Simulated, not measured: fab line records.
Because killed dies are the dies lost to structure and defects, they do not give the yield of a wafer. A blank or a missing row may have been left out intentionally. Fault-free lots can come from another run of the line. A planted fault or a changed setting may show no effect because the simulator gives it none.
2 desks, one fault :: flow berkeley_cmos170 :: what lay behind the numbers comes last; until then each desk has only its own

THE METROLOGY DESK
Means of the sampled wafers that have a number, per lot and without regard to the tool the lot ran on: this is what the gauges read. If a lot's mean is further than 4 standard deviations from the usual mean, the lot is out of limits and carries the mark OUT (the distance appears in the brackets).
Columns: A = cd_nm at UCB170_GATE_CD_MEAS_12, usual 350.2 nm
lot: L142
first seen here: day 6 05:39
A: 350.8

lot: L143
first seen here: day 6 06:08
A: 348.7

lot: L144
first seen here: day 6 19:41
A: 350.3

lot: L145
first seen here: day 6 19:55
A: 350.7

lot: L147
first seen here: day 7 10:28
A: 349.5

lot: L148
first seen here: day 7 22:11
A: 349.7

lot: L150
first seen here: day 7 22:19
A: 350.3

lot: L149
first seen here: day 7 22:30
A: 350.6

lot: L157
first seen here: day 8 22:53
A: 350.1

lot: L154
first seen here: day 8 23:14
A: 351.2

lot: L158
first seen here: day 9 00:43
A: 348.8

lot: L161
first seen here: day 10 02:06
A: 351.3

lot: L164
first seen here: day 10 13:00
A: 350.1

lot: L163
first seen here: day 10 13:17
A: 350.8
Finding of this desk: none of the 14 lots has anything out of limits.

AT THE TOOL OWNER'S DESK: plasma_asher-01
The tool's own readings at UCB170_PLDD_STRIP_10 (strips in O2): means of the sampled wafers that have a number, for each lot that ran on this tool. If a lot's mean is further than 4 standard deviations from the usual mean, the lot is out of limits and carries the mark OUT (the distance appears in the brackets).
Columns: A = drypump_motor_current_A at UCB170_PLDD_STRIP_10, usual 5.6 A; B = oes_product_au at UCB170_PLDD_STRIP_10, usual 0.734 a.u.; C = strip_time_to_endpoint_s at UCB170_PLDD_STRIP_10, usual 21.63 s
lot: L142
first seen here: day 6 07:44
A: 5.8
B: 0.734
C: 21.75

lot: L148
first seen here: day 8 00:25
A: 5.7
B: 0.736
C: 21.61

lot: L149
first seen here: day 8 00:48
A: 5.8
B: 0.736
C: 21.58

lot: L158
first seen here: day 9 05:31
A: 5.6
B: 0.679 (-12) OUT
C: 21.63

lot: L157
first seen here: day 9 05:52
A: 5.7
B: 0.682 (-12) OUT
C: 21.62
This desk's verdict: out of limits on L157, L158, starting with L158 at day 9 05:31 (oes_product_au at UCB170_PLDD_STRIP_10). L142, L148, L149 stayed within limits.

PUT TOGETHER
At day 9 05:31, on L157, L158, the tool owner's desk was in a position to raise an alarm.
At the metrology desk, nothing out of limits was observed.
The metrology desk has L157, L158 on record, within its limits.
The lots listed all ran UCB170_PLDD_STRIP_10 on plasma_asher-01.

WHAT THE SIMULATOR PUT IN
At UCB170_PLDD_STRIP_10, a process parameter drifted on plasma_asher-01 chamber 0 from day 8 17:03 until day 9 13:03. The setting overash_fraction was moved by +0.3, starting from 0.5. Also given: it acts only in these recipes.
Lots struck among those shown: L157, L158.
Delay in hours, fault start to first out-of-limits reading, by desk: the tool owner's desk at 12.
